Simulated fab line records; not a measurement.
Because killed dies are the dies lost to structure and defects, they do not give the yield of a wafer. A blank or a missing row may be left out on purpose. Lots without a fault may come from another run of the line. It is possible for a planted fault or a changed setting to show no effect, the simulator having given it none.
Which tool was responsible?    flow ritCmos    route of 202 steps, sampled at 1 step: 14 lots, 42 wafers

## WHAT THE GAUGES SHOWED, per wafer
Not one reading of a measure or inspect step in the record can be checked against a usual standard deviation.

## EACH LOT AND THE TOOL THAT RAN IT (in order: tool; ch and the chambers of the sampled wafers; start)
lot   RIT_GATE_PEB_14
L111  lithoTrack-03 ch 0, day 2 23:40
L112  lithoTrack-01 ch 0, day 3 04:47
L113  lithoTrack-01 ch 0, day 3 09:11
L115  lithoTrack-03 ch 0, day 3 18:01
L116  lithoTrack-01 ch 0, day 4 00:04
L117  lithoTrack-01 ch 0, day 4 05:05
L118  lithoTrack-03 ch 0, day 4 12:53
L119  lithoTrack-01 ch 0, day 4 14:12
L120  lithoTrack-03 ch 0, day 4 21:16
L122  lithoTrack-01 ch 0, day 5 10:25
L123  lithoTrack-04, day 5 12:25
L124  lithoTrack-01, day 5 16:19
L125  lithoTrack-01 ch 0, day 5 21:28
L132  lithoTrack-04 ch 0, day 7 07:58
- RIT_GATE_PEB_14

## AS READ BY THE TOOLS THEMSELVES (means over the sampled wafers that have a number; for cases with no such wafer, the mark the record gives instead)
RIT_GATE_PEB_14. Usual: 44.8 Pa for exhaustPa, sd 0.92.
lot   tool           exhaustPa (Pa)  flag
L111  lithoTrack-03  44.7            
L112  lithoTrack-01  44.4            
L113  lithoTrack-01  44.7            
L115  lithoTrack-03  44.5            
L116  lithoTrack-01  45.0            
L117  lithoTrack-01  44.8            
L118  lithoTrack-03  45.2            
L119  lithoTrack-01  45.5            
L120  lithoTrack-03  44.2            
L122  lithoTrack-01  45.8            
L123  lithoTrack-04  -               OFF
L124  lithoTrack-01  -               OFF
L125  lithoTrack-01  44.3            
L132  lithoTrack-04  43.8            

## THE ANSWER, worked out from the rows above alone
Rule: lot off if the mean of its wafers having a number is beyond 3 standard deviations from the usual mean. Also off: a lot with no number at a reading for which 4 or more lots have one. Any other lot the step has rows for is counted as sound. Order of review: gauges by route order, followed by the tools' own readings, for which a lot's mean as printed above is used. The first step at which some lot is off is used, and at that step the reading that is off furthest; a lot without a number counts as furthest.
Off, at RIT_GATE_PEB_14 on exhaustPa: L123, L124. Without a number there: L123, L124.
A tool fits if, at that step or a process step before it, it ran every lot that is off, and no sound lot after the first of them. No candidate that was tried fits.

## WHAT THE SIMULATOR HAD PUT IN
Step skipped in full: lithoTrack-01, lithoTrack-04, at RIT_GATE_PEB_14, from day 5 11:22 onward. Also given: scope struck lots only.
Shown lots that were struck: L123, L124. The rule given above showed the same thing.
